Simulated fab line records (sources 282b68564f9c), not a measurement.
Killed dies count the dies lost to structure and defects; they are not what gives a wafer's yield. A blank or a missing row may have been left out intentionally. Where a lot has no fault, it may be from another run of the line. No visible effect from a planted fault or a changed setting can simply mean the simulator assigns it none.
What tool caused it? || flow ritCmos || 6 lots with 18 wafers sampled at 2 steps, on a route of 202 steps

== WHAT THE GAUGES SHOWED, per wafer ==
RIT_PLDD_TW_MEAS_10.
{"lot": "L987", "measured": "day 3 10:22", "on": "filmMetro-01", "PLDD_TW": "2386 2393 2383"}
{"lot": "L989", "measured": "day 3 20:50", "on": "filmMetro-01", "PLDD_TW": "2380 2388 2392"}
{"lot": "L992", "measured": "day 4 08:07", "on": "filmMetro-03", "PLDD_TW": "2326 2330 2321"}
{"lot": "L995", "measured": "day 4 23:21", "on": "filmMetro-03", "PLDD_TW": "2344 2333 2340"}
{"lot": "L105", "measured": "day 7 01:07", "on": "filmMetro-01", "PLDD_TW": "2386 2392 2391"}
{"lot": "L107", "measured": "day 7 14:58", "on": "filmMetro-03", "PLDD_TW": "2319 2323 2320"}

== TOOL THAT RAN EACH LOT (tool first, then ch and the chambers of the sampled wafers, then the start) ==
{"lot": "L987", "RIT_NLDD_STRIP_09": "plasmaAsher-04 ch 0,1, day 3 08:32"}
{"lot": "L989", "RIT_NLDD_STRIP_09": "plasmaAsher-04 ch 0,1, day 3 19:01"}
{"lot": "L992", "RIT_NLDD_STRIP_09": "plasmaAsher-02 ch 1, day 4 06:31"}
{"lot": "L995", "RIT_NLDD_STRIP_09": "plasmaAsher-02 ch 0,1, day 4 21:38"}
{"lot": "L105", "RIT_NLDD_STRIP_09": "plasmaAsher-03 ch 0,1, day 6 23:24"}
{"lot": "L107", "RIT_NLDD_STRIP_09": "plasmaAsher-03 ch 0,1, day 7 13:22"}
- RIT_NLDD_STRIP_09: strips in O2, time 180 s.

== THE ANSWER, worked out from the rows above alone ==
Rule: the lots themselves supply what counts as usual. Put in order of their means at a reading, lots are off if they are a third of the lots or fewer, leave a main group of 4 or more, and stand apart from it by a gap of 3 or more times the standard deviation of the main group's means; of several such gaps the widest counts. If all means in a main group match to the digits the tables above print for the reading, that group is not used. Also off: a lot with no number at a reading for which 4 or more lots have one. The other lots that the step has rows for count as sound.
No lot is off at any reading shown: from this, nothing can be told.

== WHAT THE SIMULATOR PUT IN ==
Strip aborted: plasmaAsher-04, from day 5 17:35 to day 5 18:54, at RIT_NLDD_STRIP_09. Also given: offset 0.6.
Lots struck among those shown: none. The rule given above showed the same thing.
